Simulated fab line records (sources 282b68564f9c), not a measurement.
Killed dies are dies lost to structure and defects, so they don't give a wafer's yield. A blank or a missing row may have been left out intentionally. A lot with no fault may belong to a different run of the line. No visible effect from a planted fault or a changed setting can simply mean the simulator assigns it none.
A lot that was struck, set against a sound lot -- flow ritCmos -- 15 steps out of a route of 202
Sound: wafers L836.2, L836.3, L836.6. Struck: wafer L846.6. (L846.2, L846.3 of the same lot were not struck and are left out.) The cause comes at the end.
For every step that has rows: the tool of each side, followed by ch and its chambers, followed by its first start. Under that, the readings that differ: sound wafers -- struck wafers -- difference of the means -- sigmas: that difference in standard deviations of wafers without a fault.
alike: a reading whose means differ by less than 2 such deviations, as well as words and numbers matching on both sides. not compared: withheld readings; readings where some wafer has no value; bounds like >300 that might hide an equal value; numbers whose values overlap and for which the record gives no deviation.
Wherever a step has rows on one side only, a row that says differs or no value, or a row with sigmas, the two part there. When numbers do not overlap yet have no deviation, they are printed without sigmas and do not part them. Lack of a reading on every wafer of one side parts them only where that side has two or more wafers.

RIT_GATE_THK_MEAS_07:
  sound on filmMetro-03, day 2 21:02; struck on filmMetro-03, day 5 01:25
  alike: GATE_OXIDE_THK
then, 1 step without rows for these wafers: RIT_GATE_CVD_08 (deposits poly-Si from SiH4, target thk 250 nm, time 2220 s).
RIT_GATE_THK_MEAS_09:
  sound on filmMetro-01, day 2 22:43; struck on filmMetro-03, day 5 03:05
  alike: GATE_POLY_THK
then, 6 steps without rows for these wafers: RIT_GATE_HMDS_10 (prime time 60 s); RIT_GATE_COAT_11 (resist thk 850 nm); RIT_GATE_SOFTBAKE_12 (time 60 s); RIT_GATE_EXPOSE_13 (exposes mask M6, target cd 150 nm); RIT_GATE_PEB_14; RIT_GATE_DEVELOP_15 (develop time 50 s).
RIT_GATE_CD_MEAS_16: target cd 150 nm.
  sound on cdSem-02, day 2 23:58; struck on cdSem-02, day 5 04:10
  alike: cdNm
RIT_GATE_OVL_MEAS_17:
  sound on overlay-02, day 3 00:05; struck on overlay-02, day 5 04:16
reading,sound,struck,difference,sigmas
GATE_OVL (nm),3.3 2.4 1.9,-1.0,-3.5,-3
then, 1 step without rows for these wafers: RIT_GATE_HARDBAKE_18 (time 60 s).
RIT_GATE_ETCH_19: etches poly-Si in SF6/CHF3/O2, stops on SiO2, time 165 s, target depth 312.5 nm.
  sound on rieSi-01 ch 1,2, day 3 00:16; struck on rieSi-01 ch 0, day 5 04:26
reading,sound,struck,difference,sigmas
oesProductAu (a.u.),0.836 0.839 0.825,0.859,+0.026,+2
model.NOVOLAK_of_GATE_COAT_11.thkNm (nm),671.2 669.7 669.8,636.8,-33.4,
  alike: drypumpMotorCurrentA, throttleValvePct
  not compared: rfHoursCounterH
RIT_GATE_STRIP_20: strips in O2, time 180 s.
  sound on plasmaAsher-03 ch 0,1, day 3 00:22; struck on plasmaAsher-04 ch 0, day 5 04:33
  alike: drypumpMotorCurrentA
  not compared: rfHoursCounterH
RIT_M1_PROBE_99:
  sound on prober-02, day 3 20:19; struck on prober-02, day 6 00:58
reading,sound,struck,difference,sigmas
model.etest.pmosTurned.rOnOhmUm,3474 3444 3304,3031,-376,
model.etest.pmos_0p3.rOnOhmUm,6476 6435 6312,6013,-395,
model.etest.pmos_0p15.rOnOhmUm,2842 2785 2680,2493,-276,
model.etest.pmos_0p15.driveUaUm,247.3 251.2 262.7,300.7,+47.0,
model.etest.pwellPinched.rsOhmSq,467.7 462.1 461.9,489.7,+25.8,
model.etest.pmosTurned.driveUaUm,188.7 190.3 197.5,226.8,+34.6,
model.etest.nwellPinched.rsOhmSq,339.3 343.2 336.8,364.8,+25.0,
model.etest.nmosTurned.driveUaUm,325.2 325.7 336.3,349.4,+20.3,
  alike: killedAtContacts, killedAtFrontEnd, killedDies, killedOpen, killedShort

WHERE THEY PART
First at RIT_GATE_OVL_MEAS_17; last, within this record, at RIT_GATE_ETCH_19. Later steps at which nothing parts them and some readings are alike: RIT_GATE_STRIP_20, RIT_M1_PROBE_99.

WHY: the cause the simulator had injected
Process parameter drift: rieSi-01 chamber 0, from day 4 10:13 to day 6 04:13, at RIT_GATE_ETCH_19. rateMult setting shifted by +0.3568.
